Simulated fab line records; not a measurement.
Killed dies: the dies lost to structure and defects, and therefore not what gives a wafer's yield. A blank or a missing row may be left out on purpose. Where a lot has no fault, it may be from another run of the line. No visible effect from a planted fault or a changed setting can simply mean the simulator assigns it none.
Which of the tools did it?	flow rit-cmos	7 lots, 21 wafers sampled, at 2 steps of a route of 202

## WHAT THE GAUGES SHOWED, per wafer
RIT_PLDD_TW_MEAS_10.
lot	measured	on	PLDD_TW
L342	day 3 00:28	film-metro-03	2387 2367 2371
L344	day 3 10:37	film-metro-02	2345 2352 2352
L346	day 3 21:04	film-metro-03	2359 2367 2364
L348	day 4 07:15	film-metro-02	2362 2379 2364
L352	day 5 02:23	film-metro-01	30 30 30 30 30 30
L354	day 5 13:10	film-metro-02	30 30 30 30 30 30
L360	day 6 19:43	film-metro-01	2348 2343 2343

## EACH LOT AND THE TOOL THAT RAN IT (in order: tool; ch and the chambers of the sampled wafers; start)
lot	RIT_PLDD_DEVELOP_05
L342	litho-track-02 ch 0, day 2 23:00
L344	litho-track-04 ch 0, day 3 09:00
L346	litho-track-02 ch 0, day 3 20:00
L348	litho-track-01 ch 0, day 4 06:00
L352	litho-track-02 ch 0, day 5 01:00
L354	litho-track-02 ch 0, day 5 12:00
L360	litho-track-04 ch 0, day 6 19:00
- RIT_PLDD_DEVELOP_05: develop time 50 s.

## THE ANSWER, worked out from the rows above alone
Rule: the usual values come from the lots themselves. Put in order of their means at a reading, lots are off if they are a third of the lots or fewer, leave a main group of 4 or more, and stand apart from it by a gap of 3 or more times the standard deviation of the main group's means; of several such gaps the widest counts. A main group is skipped when, at the precision printed for the reading in the tables above, its means are all equal. A lot without any number at a reading at which 4 lots or more have one is off too. Any other lot the step has rows for is counted as sound.
Off: L352, L354, seen at RIT_PLDD_TW_MEAS_10 (PLDD_TW). The main group: mean 2360, standard deviation 11.
A tool fits if, at a process step before that reading, it ran every lot that is off, and no sound lot after the first of them. Gauges at RIT_PLDD_TW_MEAS_10: tried the same way as those tools. One fits: RIT_PLDD_DEVELOP_05 on litho-track-02. A fault onset in the window from L346 (day 3 20:00, its last sound lot) to L352 (day 5 01:00, its first lot off) fits.

## WHAT WAS PUT IN BY THE SIMULATOR
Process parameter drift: litho-track-02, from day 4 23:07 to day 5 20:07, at RIT_PLDD_DEVELOP_05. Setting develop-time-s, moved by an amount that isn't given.
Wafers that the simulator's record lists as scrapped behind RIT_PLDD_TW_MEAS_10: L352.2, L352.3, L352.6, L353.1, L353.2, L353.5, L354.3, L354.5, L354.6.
Struck lots among those shown: L352, L354. The same result came from the rule above.
